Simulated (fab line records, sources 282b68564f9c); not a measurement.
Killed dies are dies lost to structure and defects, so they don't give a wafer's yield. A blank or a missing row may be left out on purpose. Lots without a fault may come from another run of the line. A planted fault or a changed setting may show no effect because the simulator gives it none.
fab line records | flow rit_cmos
record lots=5 wafers=15 last_day=7
route steps=202 shown GATE@83 M1@202
lots that met no fault: from a run of the same line without faults
start_h: hours from the record's first day to the start of the lot's first wafer shown | wait_h: hours since the lot's step before | " the same as in the row above | L1.1+2: a row that stands for several wafers | - no value, or no start given | * or withheld: withheld | < > ~ a bound
route shown NAME@n: a module of which the file shows steps, and the number in the route of the first | usual: mean/standard deviation of fault-free wafers | same: alike in all rows | chamber/n: place in a boat | sites: the reading at each site | _std_site: their standard deviation | _edge_site: outer sites' mean less inner sites' | radius_mm: how far each site lies from the wafer's centre | mask NAME#n: copy n | behind: the tool/chamber that last shaped the wafer | hold: why the lot was held/for how many hours/how that ended | device: the transistor (n, p or np) that didn't switch | end of line: the same wafers' tests at the end of the route | a step without rows: its recipe alone | killed: dies lost to structure and defects at the first sort, not the wafer's yield | map: a wafer's dies, x killed, . not, _ none there
set.NAME: the setting as run; set.NAME@STEP: as run at that earlier step | model.NAME: the simulator's own value behind a step, which no gauge read
lots at some steps of the route; a table a step, a row a wafer
services: from which hour (start_h, from the record's first day; less than 0 if before it) a tool's chamber was out of use, for how many hours, and why
## steps
# step RIT_GATE_THK_MEAS_07
# recipe reads=SiO2_of_GATE_OXIDATION_05
# usual GATE_OXIDE_THK=2.97/0.073
# columns lot.wafer tool chamber start_h wait_h GATE_OXIDE_THK[nm]
L239.2 film_metro-02 - 66.27 0.0 2.90
L239.4 " - " " 2.91
L239.5 " - " " 2.95
L240.1 film_metro-04 - 69.18 0.0 2.85
L240.2 " - " " 2.86
L240.3 " - " " 2.92
L248.1 film_metro-04 - 103.19 0.0 2.92
L248.2 " - " " 2.94
L248.4 " - " " 2.97
L253.3 film_metro-04 - 126.12 0.0 2.99
L253.4 " - " " 2.99
L253.6 " - " " 2.88
L255.1 film_metro-04 - 138.57 0.0 2.97
L255.2 " - " " 2.90
L255.5 " - " " 2.88
# step RIT_GATE_CVD_08
# recipe material=poly-Si target_thk_nm=250 temp_c=610 precursor=SiH4 time_s=2220 pressure_mtorr=300 sih4_flow_sccm=100
# step RIT_GATE_THK_MEAS_09
# recipe reads=poly-Si_of_GATE_CVD_08
# usual GATE_POLY_THK=248.8/1.9
# columns lot.wafer tool chamber start_h wait_h GATE_POLY_THK[nm]
L239.2 film_metro-02 - 67.94 0.0 249.7
L239.4 " - " " 245.7
L239.5 " - " " 248.3
L240.1 film_metro-02 - 70.85 0.0 247.9
L240.2 " - " " 246.8
L240.3 " - " " 250.2
L248.1 film_metro-02 - 104.87 0.0 251.3
L248.2 " - " " 251.6
L248.4 " - " " 248.9
L253.3 film_metro-01 - 130.42 0.0 251.4
L253.4 " - " " 251.3
L253.6 " - " " 251.9
L255.1 film_metro-04 - 140.25 0.0 252.2
L255.2 " - " " 248.9
L255.5 " - " " 246.8
# step RIT_GATE_HMDS_10
# recipe prime_time_s=60 prime_temp_c=140
# step RIT_GATE_COAT_11
# recipe resist=NOVOLAK spin_rpm=4250 resist_thk_nm=850
# step RIT_GATE_SOFTBAKE_12
# recipe resist=NOVOLAK temp_c=90 time_s=60
# step RIT_GATE_EXPOSE_13
# recipe mask_id=M6 na=0.6 source_shape=conventional sigma_outer=0.6 target_cd_nm=150 dose_mj=380
# step RIT_GATE_PEB_14
# recipe resist=NOVOLAK temp_c=withheld time_s=withheld
# step RIT_GATE_DEVELOP_15
# recipe resist=NOVOLAK develop_time_s=50 dev_temp_c=23
# step RIT_GATE_CD_MEAS_16
# recipe target_cd_nm=150
# usual cd_nm=148.7/2.9
# columns lot.wafer tool chamber start_h wait_h cd_nm
L239.2 cd_sem-02 - 68.99 - 150.6
L239.4 " - " " 151.4
L239.5 " - " " 154.1
L240.1 cd_sem-01 - 71.89 - 150.9
L240.2 " - " " 149.7
L240.3 " - " " 149.9
L248.1 cd_sem-01 - 105.78 - 150.3
L248.2 " - " " 151.4
L248.4 " - " " 151.5
L253.3 cd_sem-02 - 131.48 - 143.7
L253.4 " - " " 146.3
L253.6 " - " " 145.9
L255.1 cd_sem-02 - 141.16 - 151.9
L255.2 " - " " 152.2
L255.5 " - " " 152.6
# step RIT_GATE_OVL_MEAS_17
# usual GATE_OVL=-1.2/1.5
# columns lot.wafer tool chamber start_h wait_h GATE_OVL[nm]
L239.2 overlay-02 - 69.09 0.1 -3.1
L239.4 " - " " -2.5
L239.5 " - " " -2.5
L240.1 overlay-02 - 72.01 0.1 -3.4
L240.2 " - " " 1.9
L240.3 " - " " -1.7
L248.1 overlay-01 - 105.90 0.1 -0.5
L248.2 " - " " -1.6
L248.4 " - " " -1.7
L253.3 overlay-01 - 131.57 0.1 -1.1
L253.4 " - " " -0.8
L253.6 " - " " -1.5
L255.1 overlay-01 - 141.28 0.1 0.1
L255.2 " - " " 0.9
L255.5 " - " " -0.7
# step RIT_GATE_HARDBAKE_18
# recipe resist=NOVOLAK temp_c=140 time_s=60
# step RIT_GATE_ETCH_19
# recipe chemistry=SF6/CHF3/O2 time_s=165 SF6_flow_sccm=30 CHF3_flow_sccm=30 O2_flow_sccm=5 target=poly-Si pressure_mtorr=40 rf_w=160 target_depth_a=3125 over_etch_frac=0.25 stop_on=SiO2
# usual drypump_motor_current_A=5.5/0.58 oes_product_au=0.845/0.012 throttle_valve_pct=10.24/0.16
# same over_etch_frac=0.25
# columns lot.wafer tool chamber start_h wait_h drypump_motor_current_A oes_product_au rf_hours_counter_h throttle_valve_pct model.NOVOLAK_of_GATE_COAT_11.thk_nm
L239.2 rie_si-02 3 69.27 0.1 5.1 0.836 158 10.49 672.3
L239.4 " 0 " " 6.4 0.848 63 10.02 671.3
L239.5 " 2 " " 5.4 0.837 - 10.41 671.4
L240.1 rie_si-01 0 72.19 0.1 6.1 0.853 156 10.29 674.2
L240.2 " 2 " " 6.0 0.854 100 10.08 673
L240.3 " 1 " " 4.6 0.854 3 10.26 672
L248.1 rie_si-01 2 106.09 0.1 6.0 0.860 100 10.10 669.4
L248.2 " 3 " " 5.2 0.831 0 10.37 672
L248.4 " 0 " " 6.1 0.984 0 10.30 688.7
L253.3 rie_si-02 1 131.74 0.1 5.2 0.843 17 10.01 669.9
L253.4 " 3 " " 5.1 0.846 0 10.49 668.2
L253.6 " 0 " " 6.4 0.851 - 10.03 666.3
L255.1 rie_si-02 0 141.46 0.1 6.4 0.849 64 10.04 669.6
L255.2 " 1 " " 5.3 0.835 17 10.02 673.2
L255.5 " 2 " " 5.4 0.838 - 10.41 671.7
# step RIT_GATE_STRIP_20
# recipe chemistry=O2 time_s=180 resist=NOVOLAK platen_temp_c=withheld power_w=500 pressure_mtorr=4000 o2_flow_sccm=4000
# usual drypump_motor_current_A=5.7/0.3 rf_refl_power_W=6.0/1.4
# columns lot.wafer tool chamber start_h wait_h drypump_motor_current_A rf_hours_counter_h rf_refl_power_W
L239.2 plasma_asher-03 0 69.38 0.1 5.8 44 5.7
L239.4 " 1 " " 5.3 - 7.1
L239.5 " 1 " " 5.4 - 7.1
L240.1 plasma_asher-03 0 72.30 0.1 5.8 45 5.7
L240.2 " 1 " " 5.3 45 7.1
L240.3 " 0 " " 5.8 - 5.9
L248.1 plasma_asher-03 1 106.19 0.1 5.3 49 7.4
L248.2 " 0 " " 5.8 49 5.7
L248.4 " 0 " " 5.8 - 5.7
L253.3 plasma_asher-04 1 131.91 0.1 5.7 - 3.9
L253.4 " 0 " " 5.3 - 5.0
L253.6 " 1 " " 5.7 - 3.4
L255.1 plasma_asher-01 0 141.57 0.1 6.2 36 7.4
L255.2 " 1 " " 5.6 36 5.7
L255.5 " 1 " " 5.6 - 5.9
# step RIT_M1_PROBE_99
# columns lot.wafer tool chamber start_h wait_h hold model.etest.poly_comb_over_steps.leak_log10_a_um model.etest.antenna_poly.vt_shift_v
L239.2 prober-02 - 90.68 0.1 - -12.84 -0.007091
L239.4 prober-02 - 90.78 0.2 - -12.56 -0.009092
L239.5 prober-02 - 90.83 0.2 - -12.76 -0.006194
L240.1 prober-01 - 93.07 0.1 - -12.87 -0.007152
L240.2 prober-01 - 93.12 0.1 - -12.86 -0.008175
L240.3 prober-01 - 93.17 0.2 - -12.75 -0.009719
L248.1 prober-01 - 127.48 0.1 await_dispo/5.1h/release -12.81 -0.005503
L248.2 prober-01 - 127.53 0.1 await_dispo/5.1h/release -12.89 -0.01017
L248.4 prober-01 - 127.63 0.2 await_dispo/5.1h/release -4.337 -0.004106
L253.3 prober-02 - 153.15 0.2 - -12.62 -0.004134
L253.4 prober-02 - 153.20 0.2 - -12.79 -0.006513
L253.6 prober-02 - 153.30 0.2 - -12.8 -0.005095
L255.1 prober-02 - 161.54 0.1 - -12.93 -0.01131
L255.2 prober-02 - 161.59 0.1 - -12.86 -0.01036
L255.5 prober-02 - 161.74 0.2 - -12.79 -0.007403
# killed by level:class
L239.2 GATE:geometric_particle:short=5 GATE:geometric_particle:open=3 SILICIDE:geometric_particle:open=3 FOX1:geometric_particle:short=1 FOX2:geometric_particle:short=1 REOX:geometric_particle:short=1 SILICIDE:geometric_particle:short=1
L239.4 GATE:geometric_particle:short=2 GATE:geometric_particle:open=2 FOX1:geometric_particle:open=1 REOX:geometric_particle:short=1 SILICIDE:geometric_particle:short=1
L239.5 SILICIDE:geometric_particle:short=4 GATE:geometric_particle:open=2 FOX1:geometric_particle:open=1 FOX1:geometric_particle:short=1 FOX2:geometric_particle:open=1
L240.1 REOX:geometric_particle:open=3 FOX1:geometric_particle:open=2
L240.2 REOX:geometric_particle:open=2 GATE:geometric_particle:short=1 GATE:geometric_particle:open=1
L240.3 FOX1:geometric_particle:open=2 SILICIDE:geometric_particle:open=2 FOX2:geometric_particle:open=1 GATE:geometric_particle:open=1 SPACER:geometric_particle:short=1 SILICIDE:geometric_particle:short=1
L253.3 GATE:geometric_particle:open=5 FOX2:geometric_particle:short=2 GATE:geometric_particle:short=1 REOX:geometric_particle:short=1 SPACER:geometric_particle:short=1
L253.4 FOX2:geometric_particle:short=1 GATE:geometric_particle:open=1 SILICIDE:geometric_particle:open=1
L253.6 GATE:geometric_particle:short=1 SILICIDE:geometric_particle:open=1
L255.1 GATE:geometric_particle:short=2 FOX1:geometric_particle:short=1 GATE:geometric_particle:open=1 REOX:geometric_particle:open=1 REOX:geometric_particle:short=1 SPACER:geometric_particle:short=1 SILICIDE:geometric_particle:short=1
L255.2 GATE:geometric_particle:short=1 REOX:geometric_particle:short=1 SPACER:geometric_particle:short=1 SPACER:geometric_particle:open=1
L255.5 FOX2:geometric_particle:open=1 GATE:geometric_particle:short=1 M1:geometric_particle:short=1
# map L240.3 (x killed, . not)
________....x.._______
_____.............____
____...........x...___
___.................__
__..x......x........._
__...........x......._
_.....................
_........x.........x..
_....................x
_.....................
__..................._
__..................._
___.................__
____...............___
_____.............____
________......._______
# map L253.3 (x killed, . not)
________......._______
_____.............____
____..x........x...___
___.................__
__...............x..._
__.........x........._
_.....................
_...x.................
_.x...................
_...........x.........
__..................._
__............x....x._
___.................__
____...............___
_____.............____
________x......_______
## services
# columns tool chamber start_h hours kind
rie_si-02 - 45.84 0.2 repair
rie_si-01 3 54.15 - clean
rie_si-01 3 54.15 14.9 scheduled_down
rie_si-01 3 54.15 14.9 vent_cycle
plasma_asher-04 - 62.61 0.7 repair
rie_si-02 1 79.75 7.3 repair
rie_si-01 0 84.89 - clean
rie_si-01 0 84.89 18.5 scheduled_down
rie_si-01 0 84.89 18.5 vent_cycle
rie_si-02 3 90.35 8.8 repair
plasma_asher-04 - 91.79 1.4 repair
rie_si-02 3 99.19 - clean
rie_si-02 3 99.19 22.9 scheduled_down
rie_si-02 3 99.19 22.9 vent_cycle
plasma_asher-04 - 99.32 2.8 repair
plasma_asher-04 - 108.75 9.0 pm
plasma_asher-04 0 108.75 9.0 vent_cycle
plasma_asher-04 1 108.75 9.0 vent_cycle
plasma_asher-04 0 117.75 - clean
plasma_asher-04 1 117.75 - clean
plasma_asher-03 - 141.43 21.0 repair
## key
first_sign step=RIT_GATE_ETCH_19 reading=oes_product_au direction=up sigmas=11 usual=0.845 struck=0.984
effect step=RIT_M1_PROBE_99 reading=hold direction=added
model_effect step=RIT_GATE_ETCH_19 value=NOVOLAK_of_GATE_COAT_11.thk_nm without=675.1 struck=688.7
model_effect step=RIT_M1_PROBE_99 value=etest.poly_comb_over_steps.leak_log10_a_um without=-12.89 struck=-4.337
met_at RIT_GATE_ETCH_19
struck_wafers L248.4
sort_left_out L248.4
tester_left_out L248
onset_between 72.19 106.09
fault kind=process_parameter_drift tool=rie_si-01 chamber=0 onset_h=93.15 steps=RIT_GATE_ETCH_19 channel=target_depth_a offset=-521.03 shape=step end_h=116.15 stated=3125
# tester_left_out: of these lots the tester's yield and bins aren't shown, on N5 and GAA mostly nor the transistor test; their killed dies are dies lost to structure and defects alone, not to doping, threshold or leakage, so they don't give the yield
# sort_left_out: the simulated sort isn't trusted on such a fault, so these wafers' sort isn't shown, and their yield isn't known
